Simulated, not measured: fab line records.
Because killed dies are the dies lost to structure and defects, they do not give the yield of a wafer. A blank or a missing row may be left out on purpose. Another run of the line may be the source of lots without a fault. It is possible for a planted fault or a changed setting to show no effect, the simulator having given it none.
Split-lot trial | flow berkeley_cmos170 | route with 331 steps; 5 lots, 23 wafers read

== SPLIT DETAILS ==
At UCB170_NWELL_OXIDATION_01 (target thk 26.4 nm, ox time 1260 s), the setting ox_time_s was moved away from the recipe's 1260 s on 15 of the 23 wafers read, by -14.6% to +7.1%. This setting was run at the recipe's value on the other wafers.

The file shows no step between the split and the reading.

== THE READING ==
NWELL_OXIDE_THK at UCB170_NWELL_THK_MEAS_02, in nm. Typical for fault-free wafers on this fab line: 26.3 nm, with standard deviation 0.42 nm.

wafer  | tool, chamber at the split | ox_time_s as run, s | against the recipe | NWELL_OXIDE_THK, nm | against lot-mates on the recipe
L074.1 | -, -                       | 1349                | +7.1%              | 27.8                | no lot-mate on the recipe
L074.2 | -, -                       | 1349                | +7.1%              | 27.6                | no lot-mate on the recipe
L074.4 | -, -                       | 1349                | +7.1%              | 27.4                | no lot-mate on the recipe
L074.5 | -, -                       | 1349                | +7.1%              | 27.6                | no lot-mate on the recipe
L074.6 | -, -                       | 1349                | +7.1%              | 27.5                | no lot-mate on the recipe
L076.1 | furnace-01, 0              | 1260                | recipe             | 26.5                | -
L076.4 | furnace-01, 0              | 1260                | recipe             | 26.5                | -
L076.5 | furnace-01, 0              | 1260                | recipe             | 26.7                | -
L077.1 | -, -                       | 1076                | -14.6%             | 24.9                | no lot-mate on the recipe
L077.2 | -, -                       | 1076                | -14.6%             | 25.3                | no lot-mate on the recipe
L077.3 | -, -                       | 1076                | -14.6%             | 24.7                | no lot-mate on the recipe
L077.4 | -, -                       | 1076                | -14.6%             | 24.8                | no lot-mate on the recipe
L077.6 | -, -                       | 1076                | -14.6%             | 25.2                | no lot-mate on the recipe
L080.1 | -, -                       | 1101                | -12.6%             | 24.4                | no lot-mate on the recipe
L080.2 | -, -                       | 1101                | -12.6%             | 24.3                | no lot-mate on the recipe
L080.4 | -, -                       | 1101                | -12.6%             | 24.5                | no lot-mate on the recipe
L080.5 | -, -                       | 1101                | -12.6%             | 24.5                | no lot-mate on the recipe
L080.6 | -, -                       | 1101                | -12.6%             | 24.4                | no lot-mate on the recipe
L083.1 | -, -                       | 1260                | recipe             | 26.1                | -
L083.2 | -, -                       | 1260                | recipe             | 26.3                | -
L083.3 | -, -                       | 1260                | recipe             | 26.0                | -
L083.4 | -, -                       | 1260                | recipe             | 26.4                | -
L083.5 | -, -                       | 1260                | recipe             | 26.2                | -

THE FIT
A straight line over all 23 wafers: NWELL_OXIDE_THK changes by +0.131 nm for each +1% of ox_time_s; r = +0.96; the points scatter about the line by 0.36 nm.
Too few moved wafers have a lot-mate on the recipe to fit a line with each lot's own level taken away.

== THE WHOLE CHAIN: every reading that the file lists as answering this split, in the file's order ==
step                      | what it does                       | reading                                                                            | change (the file's fit)               | r (the file's)
UCB170_NWELL_OXIDATION_01 | target thk 26.4 nm, ox time 1260 s | SiO2_of_NWELL_OXIDATION_01.thk_nm (the simulator's own value, which no gauge read) | +0.132 nm for each +1% of the setting | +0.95
UCB170_NWELL_THK_MEAS_02  |                                    | NWELL_OXIDE_THK                                                                    | +0.132 for each +1% of the setting    | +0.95

== THE FILE'S OWN FIT ==
NWELL_OXIDE_THK changes by +0.132 nm for each +1% of ox_time_s, r = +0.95.
